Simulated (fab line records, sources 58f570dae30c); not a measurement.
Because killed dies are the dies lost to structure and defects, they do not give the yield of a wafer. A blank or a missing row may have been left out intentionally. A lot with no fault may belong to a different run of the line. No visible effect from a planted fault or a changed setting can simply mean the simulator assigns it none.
Comparing a struck lot with a sound one || flow berkeleyCmos170 || 14 out of 331 route steps
Sound: these wafers, L785.1, L785.4, L785.5. Wafers struck: L771.2, L771.4, L771.5. The cause comes at the end.
For every step that has rows: the tool of each side, followed by ch and its chambers, followed by its first start. Under that, the readings that differ: sound wafers || struck wafers || difference of the means || sigmas: that difference in standard deviations of wafers without a fault.
alike: words and numbers the same on both sides, and readings whose means are apart by under 2 such deviations; not compared: readings that were withheld, readings missing a value for some wafer, numbers with overlapping values and no deviation given by the record, and bounds like >300 which may hide the same value.
The two part at a step that has a row with sigmas, a row that says differs or no value, or rows on one side only. When numbers do not overlap yet have no deviation, they are printed without sigmas and do not part them. A reading missing from all wafers of one side parts the sides only when that side holds two or more wafers.

UCB170_PVT_TW_MEAS_09:
  sound on filmMetro-04, day 10 05:28; struck on filmMetro-04, day 7 06:01
  alike: PVT_TW
then, 1 step without rows for these wafers: UCB170_GATE_WET_ETCH_00 (etches SiO2 in dHF, time 200 s).
UCB170_FIELD_THK_MEAS_91:
  sound on filmMetro-03, day 10 05:35; struck on filmMetro-01, day 7 06:08
  alike: FIELD_OXIDE_LEFT_2_THK
then, 1 step without rows for these wafers: UCB170_GATE_OXIDATION_01 (target thk 6.6 nm, ox time 1800 s).
UCB170_GATE_THK_MEAS_02:
  sound on filmMetro-04, day 10 08:23; struck on filmMetro-03, day 7 11:55
  alike: GATE_OXIDE_THK
then, 2 steps without rows for these wafers: UCB170_GATE_ANNEAL_03 (time 1800 s); UCB170_GATE_CVD_04 (deposits poly-Si from SiH4, time 1440 s, target thk 214 nm).
UCB170_GATE_THK_MEAS_05:
  sound on filmMetro-02, day 10 16:22; struck on filmMetro-03, day 7 20:13
  alike: GATE_POLY_THK
then, 4 steps without rows for these wafers: UCB170_GATE_COAT_06; UCB170_GATE_COAT_07 (resist thk 900 nm); UCB170_GATE_SOFTBAKE_08 (time 60 s); UCB170_GATE_EXPOSE_09 (exposes mask POLY, target cd 350 nm).
UCB170_GATE_PEB_10:
  struck on lithoTrack-04, day 7 20:52; sound on lithoTrack-04 ch 0, day 10 17:19
  no value came back on the struck wafers for chillPlateTempC (C), exhaustPa (Pa); on the sound wafers chillPlateTempC (C) reads 22.78 22.98 22.82
then, 1 step without rows for these wafers: UCB170_GATE_DEVELOP_11 (develop time 45 s).

## WHERE THEY PART
Only at UCB170_GATE_PEB_10, within this record.

WHY: what had been put in by the simulator
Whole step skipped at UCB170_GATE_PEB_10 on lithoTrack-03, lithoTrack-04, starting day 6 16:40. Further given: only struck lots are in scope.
